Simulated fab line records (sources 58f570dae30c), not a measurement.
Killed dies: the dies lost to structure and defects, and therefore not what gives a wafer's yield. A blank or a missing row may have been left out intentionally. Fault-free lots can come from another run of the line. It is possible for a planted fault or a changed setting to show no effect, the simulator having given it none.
One fault seen from 2 desks	flow berkeleyCmos170	only its own numbers are on each desk; what lay behind them is given at the end

== METROLOGY DESK ==
What the gauges read for every lot (on any tool): the sampled wafers with a number, averaged. The brackets show how far a lot's mean lies from the usual mean; more than 4 standard deviations puts the lot out of limits, marked OUT.
Columns: A = NVT_TW at UCB170_NVT_TW_MEAS_09, usual 526
lot	first seen here	A
L742	day 6 08:51	525
L738	day 6 09:06	522
L740	day 6 09:11	532
L741	day 6 09:28	531
L743	day 7 10:20	522
L744	day 7 10:37	530
L745	day 7 17:55	529
L747	day 7 18:04	446 (-20) OUT
L750	day 8 17:15	443 (-20) OUT
L752	day 8 18:02	438 (-21) OUT
L748	day 8 18:19	523
L757	day 9 20:43	531
L756	day 9 21:04	528
L759	day 10 08:56	522
L760	day 10 18:16	522
Per this desk, out of limits: L747, L750, L752; the first was L747, day 7 18:04 (NVT_TW at UCB170_NVT_TW_MEAS_09). L742, L738, L740, L741, L743, L744, L745, L748, L757, L756, L759, L760: within limits.

== FOR THE TOOL OWNER'S DESK: implanter-02 ==
UCB170_NVT_IMPLANT_07, tool's own readings: per-lot mean of the sampled wafers with a number, covering each lot this tool ran. The brackets show how far a lot's mean lies from the usual mean; more than 4 standard deviations puts the lot out of limits, marked OUT.
Columns: A = doseIonsCm2 at UCB170_NVT_IMPLANT_07, usual 2.999e+12; B = faradayCurrentUA at UCB170_NVT_IMPLANT_07, usual 9.50
lot	first seen here	A	B
L742	day 6 08:38	2.996e+12	9.51
L744	day 7 10:23	3.005e+12	9.43
L747	day 7 17:50	1.703e+12 (-99 or more) OUT	5.38 (-21) OUT
L750	day 8 17:00	1.703e+12 (-99 or more) OUT	5.38 (-21) OUT
L752	day 8 17:48	1.702e+12 (-99 or more) OUT	5.33 (-21) OUT
This desk's verdict: out of limits on L747, L750, L752, starting with L747 at day 7 17:50 (doseIonsCm2 at UCB170_NVT_IMPLANT_07). L742, L744: within limits.

== BROUGHT TOGETHER ==
At day 7 17:50, on L747, L750, L752, the tool owner's desk was in a position to raise an alarm.
An alarm was possible from the metrology desk at day 7 18:04, on L747, L750, L752.
Every lot named ran UCB170_NVT_IMPLANT_07 on implanter-02.

== WHAT THE SIMULATOR HAD INSERTED ==
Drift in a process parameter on implanter-02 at UCB170_NVT_IMPLANT_07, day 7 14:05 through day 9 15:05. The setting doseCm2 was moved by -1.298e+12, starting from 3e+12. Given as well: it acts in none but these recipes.
Struck lots among those shown: L747, L750, L752.
Counting hours from when the fault started, the first reading out of limits came at 4 for the tool owner's desk and at 4 for the metrology desk.
